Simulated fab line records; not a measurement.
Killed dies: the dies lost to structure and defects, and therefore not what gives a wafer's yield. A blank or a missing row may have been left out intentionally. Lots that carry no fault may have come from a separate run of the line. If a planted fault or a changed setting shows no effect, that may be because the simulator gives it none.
Which tool did it?    flow berkeley-cmos170    42 wafers from 14 lots sampled at 4 of the route's 331 steps

== WHAT THE GAUGES READ, wafer by wafer ==
UCB170_CONTACT_CD_MEAS_90: target cd 700 nm.
lot   measured      on         cd-nm (nm)
L343  day 7 23:44   cd-sem-01  698.3 699.9 700.5
L344  day 8 04:01   cd-sem-02  700.2 700.3 700.5
L345  day 8 14:41   cd-sem-01  701.3 701.3 701.5
L348  day 8 22:18   cd-sem-01  699.4 699.8 699.6
L346  day 8 22:36   cd-sem-01  699.6 700.9 697.6
L347  day 9 00:14   cd-sem-01  700.2 701.3 701.3
L351  day 9 14:47   cd-sem-01  700.0 698.4 698.6
L349  day 9 17:26   cd-sem-01  702.4 701.1 701.4
L353  day 10 12:21  cd-sem-01  699.8 697.9 699.3
L355  day 10 20:26  cd-sem-02  699.2 700.3 700.9
L362  day 12 22:20  cd-sem-01  699.8 698.1 698.8
L363  day 13 12:08  cd-sem-02  702.2 701.4 702.6
L366  day 13 17:25  cd-sem-01  701.0 701.3 701.2
L365  day 13 18:28  cd-sem-02  698.5 699.9 698.4

== EACH LOT AND THE TOOL THAT RAN IT (in order: tool; ch and the chambers of the sampled wafers; start) ==
lot   UCB170_SILICIDE_RTA_04            UCB170_CONTACT_CLEAN_00          UCB170_CONTACT_STRIP_19
L343  rtp-anneal-01 ch 0, day 7 18:33   wet-bench-01 ch 3, day 7 18:39   plasma-asher-01 ch 0,1, day 7 23:38
L344  rtp-anneal-01 ch 0, day 7 20:36   wet-bench-01 ch 1, day 7 20:40   plasma-asher-02 ch 0,1, day 8 03:55
L345  rtp-anneal-01 ch 0, day 8 10:17   wet-bench-01 ch 1, day 8 10:22   plasma-asher-01 ch 0,1, day 8 14:34
L348  rtp-anneal-02 ch 0, day 8 18:06   wet-bench-01 ch 0, day 8 18:12   plasma-asher-01 ch 0,1, day 8 22:10
L346  rtp-anneal-01 ch 0, day 8 18:19   wet-bench-01 ch 0, day 8 18:24   plasma-asher-02 ch 0,1, day 8 22:30
L347  rtp-anneal-02 ch 0, day 8 18:28   wet-bench-02 ch 0, day 8 18:34   plasma-asher-01 ch 0,1, day 9 00:05
L351  rtp-anneal-01 ch 0, day 9 10:31   wet-bench-01 ch 3, day 9 10:36   plasma-asher-01 ch 0,1, day 9 14:41
L349  rtp-anneal-01 ch 0, day 9 11:02   wet-bench-01 ch 2, day 9 11:09   plasma-asher-01 ch 0,1, day 9 17:19
L353  rtp-anneal-02 ch 0, day 10 05:23  wet-bench-01 ch 3, day 10 05:29  plasma-asher-01 ch 0,1, day 10 12:14
L355  rtp-anneal-02 ch 0, day 10 12:31  wet-bench-01 ch 0, day 10 12:35  plasma-asher-04 ch 0,1, day 10 20:19
L362  rtp-anneal-01 ch 0, day 12 15:20  wet-bench-02 ch 2, day 12 17:41  plasma-asher-01 ch 0,1, day 12 22:14
L363  rtp-anneal-02 ch 0, day 13 03:19  wet-bench-02 ch 0, day 13 03:41  plasma-asher-04 ch 0,1, day 13 12:02
L366  rtp-anneal-01 ch 0, day 13 11:02  wet-bench-01 ch 1, day 13 11:20  plasma-asher-02 ch 0,1, day 13 17:17
L365  rtp-anneal-01 ch 0, day 13 11:30  wet-bench-01 ch 0, day 13 11:46  plasma-asher-04 ch 0,1, day 13 18:22
- UCB170_SILICIDE_RTA_04: time 15 s.
- UCB170_CONTACT_CLEAN_00: cleans in SPM, time 600 s.
- UCB170_CONTACT_STRIP_19: strips in O2.

== AS READ BY THE TOOLS THEMSELVES (means over the sampled wafers that have a number; for cases with no such wafer, the mark the record gives instead) ==
UCB170_SILICIDE_RTA_04.
lot   tool           lamp-power-pct (%)  wafer_temp_C_max
L343  rtp-anneal-01  11.6                653.2
L344  rtp-anneal-01  11.6                653.3
L345  rtp-anneal-01  11.6                654.0
L348  rtp-anneal-02  10.8                652.1
L346  rtp-anneal-01  11.6                652.8
L347  rtp-anneal-02  10.8                652.4
L351  rtp-anneal-01  11.6                652.7
L349  rtp-anneal-01  11.6                653.1
L353  rtp-anneal-02  10.8                652.2
L355  rtp-anneal-02  10.8                651.7
L362  rtp-anneal-01  11.6                653.4
L363  rtp-anneal-02  10.7                652.1
L366  rtp-anneal-01  11.6                652.8
L365  rtp-anneal-01  11.6                653.4

UCB170_CONTACT_CLEAN_00.
lot   tool          bath-guard-temp-C (C)  bath-heat-duty-pct (%)
L343  wet-bench-01  120.5                  13.9
L344  wet-bench-01  121.0                  12.8
L345  wet-bench-01  121.0                  12.7
L348  wet-bench-01  119.9                  10.8
L346  wet-bench-01  119.9                  10.4
L347  wet-bench-02  119.8                  16.9
L351  wet-bench-01  120.5                  12.4
L349  wet-bench-01  119.3                  13.0
L353  wet-bench-01  -                      -
L355  wet-bench-01  -                      -
L362  wet-bench-02  120.0                  14.7
L363  wet-bench-02  119.6                  15.1
L366  wet-bench-01  121.0                  12.4
L365  wet-bench-01  120.0                  10.5

UCB170_CONTACT_STRIP_19.
lot   tool             drypump-motor-current-A (A)  oes-product-au (a.u.)
L343  plasma-asher-01  5.9                          0.727
L344  plasma-asher-02  6.0                          0.726
L345  plasma-asher-01  5.5                          0.722
L348  plasma-asher-01  5.5                          0.728
L346  plasma-asher-02  6.0                          0.724
L347  plasma-asher-01  5.9                          0.728
L351  plasma-asher-01  5.5                          0.725
L349  plasma-asher-01  5.5                          0.719
L353  plasma-asher-01  5.5                          0.724
L355  plasma-asher-04  6.3                          0.723
L362  plasma-asher-01  5.5                          0.730
L363  plasma-asher-04  6.4                          0.721
L366  plasma-asher-02  6.3                          0.727
L365  plasma-asher-04  6.4                          0.729

== THE ANSWER, worked out from the rows above alone ==
Rule: the usual values come from the lots themselves. Put in order of their means at a reading, lots are off if they are a third of the lots or fewer, leave a main group of 4 or more, and stand apart from it by a gap of 3 or more times the standard deviation of the main group's means; of several such gaps the widest counts. Not used: any main group whose means are identical at the precision the tables above print for the reading. A lot without any number at a reading at which 4 lots or more have one is off too. Where the step has rows for the other lots, those lots are counted as sound. Order of review: gauges by route order, followed by the tools' own readings, for which a lot's mean as printed above is used. At the first step where some lot is off, the reading lying furthest off is the one used; lots without a number count as furthest.
Off: L353, L355 (UCB170_CONTACT_CLEAN_00, bath-guard-temp-C). Without a number there: L353, L355. Main group: mean 120.2 C, sd 0.55.
If a tool, at that step or one of the process steps before it, ran each lot that is off and ran no sound lot following the first of them, it fits. Of those tried, none fits.

== WHAT THE SIMULATOR PUT IN ==
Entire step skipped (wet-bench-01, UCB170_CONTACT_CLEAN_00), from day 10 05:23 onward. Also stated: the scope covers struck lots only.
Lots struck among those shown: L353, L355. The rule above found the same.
